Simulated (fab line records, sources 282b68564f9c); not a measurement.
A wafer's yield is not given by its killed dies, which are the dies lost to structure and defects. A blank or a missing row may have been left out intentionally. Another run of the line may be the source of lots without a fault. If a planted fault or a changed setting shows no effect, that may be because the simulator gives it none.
Problem report, 8D (eight disciplines) form, completed by code || flow rit_cmos || the parts of the form that need people (team, actions taken, sign-off) are left out

1. THE PROBLEM
Wafers without a fault read 89.31 s, standard deviation 0.18; run_length_s at RIT_NRETRO_SOFTBAKE_02 reads a mean of 92.86 s on 12 wafers belonging to 4 lots. That is +20 standard deviations from the usual mean.
The step: time 60 s.
First seen on wafer L727.1, day 3 06:28, on litho_track-01. The record holds 48 wafers of 16 lots with a number at this step. The rule behind "out" and "out of limits": a value lying over 4 standard deviations away from the usual mean. All remaining wafers that have a number are taken as sound.

2. WHAT THIS IS AND IS NOT
{"question": "which readings at this step", "is": "run_length_s", "is not": "-"}
{"question": "which lots", "is": "L727, L729, L730, L731", "is not": "L723, L724, L725, L726, L728, L737, L739, L741, L743, L744, L745, L746"}
{"question": "which wafers of those lots", "is": "all that have a number", "is not": "-"}
{"question": "read on which tools", "is": "litho_track-01", "is not": "litho_track-02, litho_track-04"}
{"question": "when", "is": "from day 3 06:28", "is not": "up to then (12 sound wafers); but 24 sound wafers of L728, L737, L739, L741, L743, L744, L745, L746 came after"}

3. THE SUSPECTS, EACH WITH WHAT RULES IT OUT
Counting: any tool at a process step up to the reading is kept as a suspect provided that every lot that is out went through it and no sound lot did after the first of them.
- litho_track-01 at RIT_NRETRO_SOFTBAKE_02 (time 60 s): ruled out as a lasting fault. Following L727 (day 3 06:28), the first lot on it that is out, the sound lots L743, L744, L745, L746 were run on it.
Left after counting: nothing in the record.

4. THE CAUSE (what the simulator had put in)
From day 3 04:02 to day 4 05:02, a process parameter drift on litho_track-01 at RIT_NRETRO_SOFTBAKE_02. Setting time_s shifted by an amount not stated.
Counting ruled it out, wrongly.

5. SEQUENCE OF EFFECTS, ordered by route
Rows list readings where the struck wafers' mean (over those with a number) sits beyond 3 standard deviations from the usual. Scope: only readings with a usual standard deviation given in the record; hours: median across lots of the time from each lot's start at the first step in this table that gives one to its start at this step; sigmas: change in usual standard deviations.
{"hours": 0, "step": "RIT_NRETRO_SOFTBAKE_02", "reading": "run_length_s", "usual": "89.31 s", "on struck wafers": 92.86, "change": "+3.55", "sigmas": "+20"}
Process steps it contains:
- RIT_NRETRO_SOFTBAKE_02: time 60 s.

6. HOW IT WOULD HAVE BEEN CAUGHT EARLIER
The fault began at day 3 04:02; the first out-of-limits reading in this record came at day 3 06:28, 2 hours later.
